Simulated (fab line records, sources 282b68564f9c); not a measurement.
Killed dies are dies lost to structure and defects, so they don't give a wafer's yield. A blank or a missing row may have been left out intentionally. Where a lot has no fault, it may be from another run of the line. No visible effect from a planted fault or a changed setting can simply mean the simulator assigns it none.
fab line records | flow ritCmos
record: lots: 14 wafers: 42 lastDay: 7
route steps=202 shown ACTIVE@5 PSD@148 M1@192
lots that met no fault: from a run of the same line without faults
startH: start of the lot's first displayed wafer, in hours after the record's first day | waitH: hours since the lot's step before | " the same as in the row above | L1.1+2: several wafers, shown together as one row | - value missing, or start not given | * or withheld: withheld | < > ~ a bound
route shown NAME@n: a module of which the file shows steps, and the number in the route of the first | usual: mean/standard deviation taken from wafers without a fault | same: alike in all rows | chamber/n: place in a boat | sites: per-site readings | _std_site: standard deviation across them | _edge_site: outer sites' mean less inner sites' | radiusMm: for every site, how far away it sits from the centre of the wafer | mask NAME#n: copy n | behind: tool/chamber where the wafer was last shaped | hold: the reason the lot was held/the length of the hold in hours/how it ended | device: which transistor (n, p or np) failed to switch | end of line: the same wafers' tests at the end of the route | a step without rows: its recipe alone | killed: the dies lost at the first sort to structure and to defects; this is not the yield of the wafer | map: a wafer's dies, marking killed ones x, the rest . and places with no die _
set.NAME: the setting that was run; set.NAME@STEP: the one run at that earlier step | model.NAME: the simulator's own value behind a step, which no gauge read
one table for each step of the route and one row for each wafer, over a sample of lots
== steps ==
step: RIT_ACTIVE_THK_MEAS_04
recipe: reads: Si3N4_of_ACTIVE_CVD_03
usual: ACTIVE_NITRIDE_THK: 150.4/1.4
columns lot.wafer tool chamber startH waitH ACTIVE_NITRIDE_THK[nm]
L462.2 filmMetro-01 - 14.76 0.0 150.1
L462.4 " - " " 148.9
L462.5 " - " " 149.7
L464.2 filmMetro-02 - 23.54 0.0 149.3
L464.5 " - " " 149.1
L464.6 " - " " 148.1
L465.2 filmMetro-04 - 28.54 0.0 151.0
L465.5 " - " " 151.0
L465.6 " - " " 149.9
L467.2 filmMetro-04 - 38.97 0.0 150.3
L467.5 " - " " 150.5
L467.6 " - " " 151.0
L472.1 filmMetro-01 - 63.72 0.0 152.0
L472.5 " - " " 152.5
L472.6 " - " " 152.2
L473.1 filmMetro-01 - 68.53 0.0 153.3
L473.4 " - " " 151.4
L473.6 " - " " 152.0
L474.3 filmMetro-04 - 73.76 0.0 150.7
L474.4 " - " " 152.4
L474.6 " - " " 151.4
L475.2 filmMetro-02 - 81.47 0.0 151.6
L475.4 " - " " 150.8
L475.5 " - " " 152.2
L476.3 filmMetro-04 - 83.55 0.0 151.5
L476.4 " - " " 151.5
L476.5 " - " " 151.5
L477.3 filmMetro-04 - 90.93 0.0 152.0
L477.4 " - " " 152.1
L477.6 " - " " 152.1
L478.1 filmMetro-02 - 94.70 0.0 150.3
L478.4 " - " " 150.9
L478.5 " - " " 149.9
L480.1 filmMetro-04 - 103.92 0.0 149.9
L480.2 " - " " 150.5
L480.6 " - " " 148.6
L481.1 filmMetro-04 - 108.53 0.0 150.8
L481.2 " - " " 149.7
L481.5 " - " " 150.3
L483.3 filmMetro-02 - 120.23 0.0 150.2
L483.4 " - " " 149.4
L483.5 " - " " 150.6
step: RIT_PSD_OVL_MEAS_06
usual: PSD_OVL: 0.5/1.4
columns lot.wafer tool chamber startH waitH PSD_OVL[nm]
L462.2 overlay-01 - 49.14 - 0.6
L462.4 " - " " -0.9
L462.5 " - " " 0.7
L464.2 overlay-01 - 64.73 - 1.0
L464.5 " - " " 2.1
L464.6 " - " " -0.5
L465.2 overlay-02 - 70.54 - -0.9
L465.5 " - " " -0.1
L465.6 " - " " -1.0
L467.2 overlay-02 - 77.79 - -1.5
L467.5 " - " " -0.8
L467.6 " - " " -0.7
L472.1 overlay-01 - 104.23 - 2.4
L472.5 " - " " 1.3
L472.6 " - " " 1.3
L473.1 overlay-02 - 108.64 - 0.4
L473.4 " - " " -2.3
L473.6 " - " " -1.0
L474.3 overlay-01 - 114.52 - 0.1
L474.4 " - " " 0.0
L474.6 " - " " -0.8
L475.2 overlay-02 - 118.46 - 0.5
L475.4 " - " " -0.3
L475.5 " - " " -1.1
L476.3 overlay-01 - 124.54 - 2.3
L476.4 " - " " 1.0
L476.5 " - " " 2.7
L477.3 overlay-02 - 129.70 - -0.4
L477.4 " - " " 0.0
L477.6 " - " " -0.6
L478.1 overlay-01 - 136.17 - 0.4
L478.4 " - " " 1.4
L478.5 " - " " -0.2
L480.1 overlay-01 - 139.93 - 0.4
L480.2 " - " " 3.1
L480.6 " - " " 0.2
L481.1 overlay-01 - 149.61 - 2.0
L481.2 " - " " 0.6
L481.5 " - " " 2.3
L483.3 overlay-02 - 155.27 - 0.5
L483.4 " - " " 2.1
L483.5 " - " " -1.4
step: RIT_M1_DEVELOP_08
recipe: resist: NOVOLAK developTimeS: 68 devTempC: 23.4
columns lot.wafer tool chamber startH waitH
L462.2+4+5 lithoTrack-02 0 54 -
L464.2+5+6 lithoTrack-03 0 70 -
L465.2+5+6 lithoTrack-04 0 76 -
L467.2+5+6 lithoTrack-03 0 83 -
L472.1+5+6 lithoTrack-04 0 109 -
L473.1+4+6 lithoTrack-04 0 114 -
L474.3+4+6 lithoTrack-02 0 119 -
L475.2+4+5 lithoTrack-03 0 124 -
L476.3+4+5 lithoTrack-03 0 130 -
L477.3+4+6 lithoTrack-02 0 135 -
L478.1+4+5 lithoTrack-03 0 141 -
L480.1+2+6 lithoTrack-03 0 145 -
L481.1+2+5 lithoTrack-03 0 155 -
L483.3+4+5 lithoTrack-03 0 161 -
step: RIT_M1_CD_MEAS_09
recipe: targetCdNm: 2600
usual: cdNm: 2600.2/2
columns lot.wafer tool chamber startH waitH cdNm
L462.2 cdSem-02 - 54.74 - 2599.9
L462.4 " - " " 2600.7
L462.5 " - " " 2600.7
L464.2 cdSem-01 - 70.58 - 2599.4
L464.5 " - " " 2600.0
L464.6 " - " " 2597.7
L465.2 cdSem-01 - 76.61 - 2598.4
L465.5 " - " " 2598.8
L465.6 " - " " 2599.1
L467.2 cdSem-01 - 83.39 - 2601.4
L467.5 " - " " 2599.7
L467.6 " - " " 2601.5
L472.1 cdSem-02 - 109.93 - -
L472.5 " - " " -
L472.6 " - " " -
L473.1 cdSem-02 - 114.48 - -
L473.4 " - " " -
L473.6 " - " " -
L474.3 cdSem-01 - 120.12 - 2604.1
L474.4 " - " " 2600.9
L474.6 " - " " 2604.4
L475.2 cdSem-02 - 124.34 - 2597.9
L475.4 " - " " 2597.1
L475.5 " - " " 2601.4
L476.3 cdSem-01 - 130.30 - 2600.6
L476.4 " - " " 2600.8
L476.5 " - " " 2601.1
L477.3 cdSem-01 - 135.58 - 2599.5
L477.4 " - " " 2600.9
L477.6 " - " " 2604.9
L478.1 cdSem-02 - 141.77 - 2601.0
L478.4 " - " " 2601.1
L478.5 " - " " 2598.9
L480.1 cdSem-01 - 145.72 - 2602.0
L480.2 " - " " 2602.4
L480.6 " - " " 2603.0
L481.1 cdSem-01 - 155.69 - 2604.1
L481.2 " - " " 2603.2
L481.5 " - " " 2602.5
L483.3 cdSem-02 - 161.22 - 2600.7
L483.4 " - " " 2600.3
L483.5 " - " " 2603.9
step: RIT_M1_OVL_MEAS_10
usual: M1_OVL: 0.1/1.4
columns lot.wafer tool chamber startH waitH M1_OVL[nm]
L462.2 overlay-01 - 54.84 0.1 -1.4
L462.4 " - " " -0.1
L462.5 " - " " -0.2
L464.2 overlay-02 - 70.69 0.1 -2.1
L464.5 " - " " -1.6
L464.6 " - " " -2.3
L465.2 overlay-01 - 76.72 0.1 0.0
L465.5 " - " " -0.8
L465.6 " - " " -1.8
L467.2 overlay-02 - 83.49 0.1 -1.5
L467.5 " - " " 1.4
L467.6 " - " " 1.2
L472.1 overlay-01 - 110.05 0.1 -
L472.5 " - " " -
L472.6 " - " " -
L473.1 overlay-02 - 114.60 0.1 -
L473.4 " - " " -
L473.6 " - " " -
L474.3 overlay-02 - 120.21 0.1 -2.0
L474.4 " - " " -1.4
L474.6 " - " " -1.2
L475.2 overlay-02 - 124.45 0.1 2.5
L475.4 " - " " 1.7
L475.5 " - " " 2.3
L476.3 overlay-01 - 130.39 0.1 2.6
L476.4 " - " " 0.4
L476.5 " - " " 2.1
L477.3 overlay-01 - 135.67 0.1 1.1
L477.4 " - " " 0.9
L477.6 " - " " -0.6
L478.1 overlay-02 - 141.89 0.1 0.0
L478.4 " - " " 0.3
L478.5 " - " " -0.8
L480.1 overlay-01 - 145.84 0.1 3.8
L480.2 " - " " 2.0
L480.6 " - " " 2.4
L481.1 overlay-01 - 155.81 0.1 -0.5
L481.2 " - " " -0.6
L481.5 " - " " -0.6
L483.3 overlay-02 - 161.31 0.1 -2.9
L483.4 " - " " -1.1
L483.5 " - " " -1.4
step: RIT_M1_PROBE_99
usual: defectLimitedYield: 97.7/1.2 killed_at_M0_to_M3: 0.0/0.2 killedAtContacts: 0.1/0.25 killedAtFrontEnd: 6/3.1 killedDies: 6/3.1 killedOnRim: 1.6/1.4 killedOpen: 2.9/2 killedShort: 3.3/2 sort_bin_3_pad_short: 0.1/0.2 sort_bin_5_function: 1.3/0.81 sort_bin_6_memory: 0.9/0.61 sortNPass: 258/3.1 sortYieldPct: 97.7/1.2
same: grossDies: 264 killed_at_M4_up: 0 killedAtBackSide: 0 killedAtOther: 0
columns lot.wafer tool chamber startH waitH hold defectLimitedYield[%] killed_at_M0_to_M3 killedAtContacts killedAtFrontEnd killedDies killedOnRim killedOpen killedShort sort_bin_3_pad_short[%] sort_bin_5_function[%] sort_bin_6_memory[%] sortNPass sortYieldPct[%]
L462.2 prober-02 - 57.71 0.1 - 96.6 0 0 9 9 3 6 3 0 1.9 1.5 255 96.6
L462.4 prober-02 - 57.81 0.2 - 98.9 0 0 3 3 0 2 1 0 1.1 0 261 98.9
L462.5 prober-02 - 57.86 0.2 - 98.5 0 0 4 4 2 2 2 0 0.8 0.8 260 98.5
L464.2 prober-02 - 73.27 0.1 - 95.1 0 0 13 13 2 3 10 0 2.7 2.3 251 95.1
L464.5 prober-02 - 73.42 0.2 - 97.0 0 0 8 8 3 3 5 0 1.9 1.1 256 97.0
L464.6 prober-02 - 73.47 0.2 - 97.3 0 0 7 7 1 5 2 0 1.9 0.8 257 97.3
L465.2 prober-01 - 79.30 0.1 - 98.1 0 0 5 5 2 2 3 0 0.8 1.1 259 98.1
L465.5 prober-01 - 79.45 0.2 - 97.0 0 0 8 8 0 4 4 0 1.9 1.1 256 97.0
L465.6 prober-01 - 79.50 0.2 - 97.7 0 0 6 6 1 2 4 0.4 0.4 1.5 258 97.7
L467.2 prober-01 - 86.08 0.1 - 98.9 1 1 1 3 0 0 2 0 1.1 0 261 98.9
L467.5 prober-01 - 86.23 0.2 - 98.9 0 0 3 3 0 1 2 0 0.8 0.4 261 98.9
L467.6 prober-01 - 86.28 0.2 - 98.1 0 0 5 5 1 1 3 0 0.8 1.1 259 98.1
L472.1 prober-02 - 112.59 0.1 awaitDispo/2.8h/scrap 0 263 0 1 264 70 0 1 0 100.0 0 0 0
L472.5 prober-02 - 112.79 0.2 awaitDispo/2.8h/scrap 0 257 0 7 264 70 3 4 0 99.6 0.4 0 0
L472.6 prober-02 - 112.84 0.2 awaitDispo/2.8h/scrap 0 260 0 4 264 70 0 4 0 100.0 0 0 0
L473.1 prober-01 - 117.14 0.1 awaitDispo/4.4h/scrap 0 259 0 5 264 70 1 4 0 99.6 0.4 0 0
L473.4 prober-01 - 117.29 0.2 awaitDispo/4.4h/scrap 0 259 0 5 264 70 1 4 0.4 99.2 0.4 0 0
L473.6 prober-01 - 117.39 0.2 awaitDispo/4.4h/scrap 0 261 0 3 264 70 1 2 0 99.6 0.4 0 0
L474.3 prober-02 - 122.83 0.2 - 98.1 0 0 5 5 1 3 2 0 1.5 0.4 259 98.1
L474.4 prober-02 - 122.88 0.2 - 96.6 0 0 9 9 5 2 7 0.4 2.3 0.8 255 96.6
L474.6 prober-02 - 122.98 0.2 - 95.8 0 0 11 11 3 7 4 0 2.3 1.9 253 95.8
L475.2 prober-01 - 127.03 0.1 - 98.5 0 0 4 4 0 3 1 0 0.8 0.8 260 98.5
L475.4 prober-01 - 127.13 0.2 - 97.7 0 0 6 6 0 3 3 0.4 1.5 0.4 258 97.7
L475.5 prober-01 - 127.18 0.2 - 98.1 0 0 5 5 3 5 0 0 1.1 0.8 259 98.1
L476.3 prober-02 - 133.02 0.2 - 98.5 0 0 4 4 1 2 2 0.4 0.8 0.4 260 98.5
L476.4 prober-02 - 133.07 0.2 - 95.1 0 0 13 13 6 4 9 0 2.7 2.3 251 95.1
L476.5 prober-02 - 133.12 0.2 - 96.2 0 0 10 10 6 6 4 0.8 1.9 1.1 254 96.2
L477.3 prober-01 - 138.30 0.2 - 98.9 0 0 3 3 0 3 0 0 0.8 0.4 261 98.9
L477.4 prober-01 - 138.35 0.2 - 95.8 0 0 11 11 2 6 5 0 2.3 1.9 253 95.8
L477.6 prober-01 - 138.45 0.2 - 98.9 0 1 2 3 0 1 2 0 0.8 0.4 261 98.9
L478.1 prober-02 - 144.43 0.1 - 97.7 0 0 6 6 0 3 3 0 1.1 1.1 258 97.7
L478.4 prober-02 - 144.58 0.2 - 97.7 0 0 6 6 4 1 5 0 1.1 1.1 258 97.7
L478.5 prober-02 - 144.63 0.2 - 97.7 0 0 6 6 2 3 3 0 1.1 1.1 258 97.7
L480.1 prober-02 - 148.38 0.1 - 98.1 0 0 5 5 1 3 2 0 0.8 1.1 259 98.1
L480.2 prober-02 - 148.43 0.1 - 98.5 0 0 4 4 0 3 1 0 0.8 0.8 260 98.5
L480.6 prober-02 - 148.63 0.2 - 96.6 0 0 9 9 3 3 6 0.4 2.3 0.8 255 96.6
L481.1 prober-01 - 158.35 0.1 - 98.1 0 0 5 5 0 0 5 0.4 1.1 0.4 259 98.1
L481.2 prober-01 - 158.40 0.1 - 97.3 0 0 7 7 3 4 3 0 1.5 1.1 257 97.3
L481.5 prober-01 - 158.55 0.2 - 97.0 0 0 8 8 1 3 5 0 1.5 1.5 256 97.0
L483.3 prober-01 - 163.94 0.2 - 95.8 0 0 11 11 3 6 5 0 2.7 1.5 253 95.8
L483.4 prober-01 - 163.99 0.2 - 97.0 0 0 8 8 2 2 6 0 2.3 0.8 256 97.0
L483.5 prober-01 - 164.04 0.2 - 96.6 0 0 9 9 3 5 4 0 2.3 1.1 255 96.6
killed by level:class
L462.2 GATE:geometricParticle:open=4 GATE:geometricParticle:short=2 FOX1:geometricParticle:open=1 REOX:geometricParticle:short=1 SILICIDE:geometricParticle:open=1
L462.4 REOX:geometricParticle:short=1 REOX:geometricParticle:open=1 SILICIDE:geometricParticle:open=1
L462.5 GATE:geometricParticle:short=2 GATE:geometricParticle:open=1 SILICIDE:geometricParticle:open=1
L464.2 GATE:geometricParticle:short=4 SILICIDE:geometricParticle:short=3 FOX2:geometricParticle:short=2 GATE:geometricParticle:open=2 REOX:geometricParticle:short=1 SPACER:geometricParticle:open=1
L464.5 FOX2:geometricParticle:short=3 FOX2:geometricParticle:open=2 GATE:geometricParticle:short=1 GATE:geometricParticle:open=1 SPACER:geometricParticle:short=1
L464.6 GATE:geometricParticle:open=3 FOX2:geometricParticle:open=2 SPACER:geometricParticle:short=1 SILICIDE:geometricParticle:short=1
L465.2 ACTIVE:geometricParticle:short=1 GATE:geometricParticle:short=1 GATE:geometricParticle:open=1 SPACER:geometricParticle:open=1 SILICIDE:geometricParticle:short=1
L465.5 GATE:geometricParticle:short=3 SPACER:geometricParticle:open=2 SILICIDE:geometricParticle:open=2 SILICIDE:geometricParticle:short=1
L465.6 GATE:geometricParticle:short=2 FOX1:geometricParticle:short=1 GATE:geometricParticle:open=1 SPACER:geometricParticle:short=1 SILICIDE:geometricParticle:open=1
L467.2 FOX2:geometricParticle:short=1 CONTACT:geometricParticle:short=1 M1:coatMicrobubblePrinted=1
L467.5 FOX2:geometricParticle:short=1 FOX2:geometricParticle:open=1 GATE:geometricParticle:short=1
L467.6 GATE:geometricParticle:short=3 SILICIDE:geometricParticle:open=1 PSD:coatMicrobubblePrinted=1
L472.1 M1:areaDevelop=263 REOX:geometricParticle:short=1
L472.5 M1:areaDevelop=257 GATE:geometricParticle:short=2 SILICIDE:geometricParticle:short=2 GATE:geometricParticle:open=1 SPACER:geometricParticle:open=1 SILICIDE:geometricParticle:open=1
L472.6 M1:areaDevelop=260 FOX1:geometricParticle:short=2 FOX2:geometricParticle:short=1 REOX:geometricParticle:short=1
L473.1 M1:areaDevelop=259 GATE:geometricParticle:short=2 GATE:geometricParticle:open=1 REOX:geometricParticle:short=1 SILICIDE:geometricParticle:short=1
L473.4 M1:areaDevelop=259 SPACER:geometricParticle:short=2 FOX1:geometricParticle:short=1 REOX:geometricParticle:open=1 REOX:geometricParticle:short=1
L473.6 M1:areaDevelop=261 GATE:geometricParticle:short=1 GATE:geometricParticle:open=1 SPACER:geometricParticle:short=1
L474.3 SILICIDE:geometricParticle:short=2 FOX2:geometricParticle:open=1 GATE:geometricParticle:open=1 SILICIDE:geometricParticle:open=1
L474.4 GATE:geometricParticle:short=7 GATE:geometricParticle:open=2
L474.6 FOX2:geometricParticle:short=3 REOX:geometricParticle:open=2 SILICIDE:geometricParticle:open=2 FOX1:geometricParticle:open=1 FOX2:geometricParticle:open=1 SPACER:geometricParticle:open=1 SILICIDE:geometricParticle:short=1
L475.2 GATE:geometricParticle:open=1 GATE:geometricParticle:short=1 REOX:geometricParticle:open=1 SILICIDE:geometricParticle:open=1
L475.4 GATE:geometricParticle:short=2 REOX:geometricParticle:open=2 FOX1:geometricParticle:short=1 SILICIDE:geometricParticle:open=1
L475.5 REOX:geometricParticle:open=3 GATE:geometricParticle:open=2
L476.3 FOX1:geometricParticle:open=1 GATE:geometricParticle:short=1 SPACER:geometricParticle:open=1 SPACER:geometricParticle:short=1
L476.4 SPACER:geometricParticle:short=4 SILICIDE:geometricParticle:short=2 FOX1:geometricParticle:short=1 FOX1:geometricParticle:open=1 FOX2:geometricParticle:short=1 FOX2:geometricParticle:open=1 GATE:geometricParticle:open=1 REOX:geometricParticle:short=1
L476.5 GATE:geometricParticle:short=2 GATE:geometricParticle:open=2 REOX:geometricParticle:open=2 FOX1:geometricParticle:short=1 REOX:geometricParticle:short=1 SPACER:geometricParticle:open=1 SILICIDE:geometricParticle:open=1
L477.3 FOX1:geometricParticle:open=1 GATE:geometricParticle:open=1 SILICIDE:geometricParticle:open=1
L477.4 GATE:geometricParticle:open=4 FOX1:geometricParticle:short=2 GATE:geometricParticle:short=2 FOX2:geometricParticle:open=1 SILICIDE:geometricParticle:short=1 SILICIDE:geometricParticle:open=1
L477.6 REOX:geometricParticle:open=1 REOX:geometricParticle:short=1 CONTACT:geometricParticle:short=1
L478.1 FOX1:geometricParticle:open=1 FOX2:geometricParticle:open=1 FOX2:geometricParticle:short=1 GATE:geometricParticle:short=1 REOX:geometricParticle:short=1 SILICIDE:geometricParticle:open=1
L478.4 GATE:geometricParticle:short=4 GATE:geometricParticle:open=1 SPACER:geometricParticle:short=1
L478.5 GATE:geometricParticle:open=2 SPACER:geometricParticle:short=2 GATE:geometricParticle:short=1 SPACER:geometricParticle:open=1
L480.1 GATE:geometricParticle:open=2 FOX2:geometricParticle:short=1 SILICIDE:geometricParticle:open=1 SILICIDE:geometricParticle:short=1
L480.2 FOX1:geometricParticle:short=1 GATE:geometricParticle:open=1 REOX:geometricParticle:open=1 SPACER:geometricParticle:open=1
L480.6 FOX1:geometricParticle:open=2 GATE:geometricParticle:short=2 SPACER:geometricParticle:short=2 FOX2:geometricParticle:short=1 GATE:geometricParticle:open=1 REOX:geometricParticle:short=1
L481.1 GATE:geometricParticle:short=2 REOX:geometricParticle:short=2 FOX2:geometricParticle:short=1
L481.2 FOX1:geometricParticle:open=1 GATE:geometricParticle:short=1 GATE:geometricParticle:open=1 REOX:geometricParticle:open=1 SPACER:geometricParticle:short=1 SILICIDE:geometricParticle:short=1 SILICIDE:geometricParticle:open=1
L481.5 FOX1:geometricParticle:short=2 FOX2:geometricParticle:short=1 GATE:geometricParticle:open=1 GATE:geometricParticle:short=1 REOX:geometricParticle:short=1 SPACER:geometricParticle:open=1 SILICIDE:geometricParticle:open=1
L483.3 FOX2:geometricParticle:short=2 FOX2:geometricParticle:open=2 GATE:geometricParticle:open=2 SILICIDE:geometricParticle:short=2 FOX1:geometricParticle:open=1 GATE:geometricParticle:short=1 REOX:geometricParticle:open=1
L483.4 FOX1:geometricParticle:short=3 GATE:geometricParticle:short=1 REOX:geometricParticle:open=1 REOX:geometricParticle:short=1 SILICIDE:geometricParticle:short=1 SILICIDE:geometricParticle:open=1
L483.5 REOX:geometricParticle:open=3 GATE:geometricParticle:short=2 REOX:geometricParticle:short=2 FOX1:geometricParticle:open=1 GATE:geometricParticle:open=1
== key ==
firstSign: step: RIT_M1_CD_MEAS_09 reading: cdNm direction: missing through: controlLoop
effect: step: RIT_M1_OVL_MEAS_10 reading: M1_OVL direction: missing through: controlLoop
effect: step: RIT_M1_PROBE_99 reading: killed_at_M0_to_M3 direction: up sigmas: 99+ usual: 0.0 struck: 259.8 through: controlLoop
moreKillsBornAt: RIT_M1_DEVELOP_08@lithoTrack-04: 1559
metAt RIT_M1_DEVELOP_08
struckLots L472,L473
laterRowsLeftOut L472.1,L472.5,L472.6,L473.1,L473.4,L473.6
loopTrim: step: RIT_M1_EXPOSE_06 setting: dose lots: L473
notActingAt RIT_ACTIVE_THK_MEAS_04,RIT_PSD_OVL_MEAS_06
onsetBetween 76 109
fault: kind: processParameterDrift tool: lithoTrack-04 chamber: - onsetH: 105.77 steps: RIT_M1_DEVELOP_08 channel: developTimeS offset: * shape: step endH: 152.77 actsIn: * stated: *
laterRowsLeftOut: the simulator's readings of these wafers behind a module that went badly wrong aren't trusted and aren't shown, but for the sort
loopTrim: a control loop set the setting to another value than it would have without faults
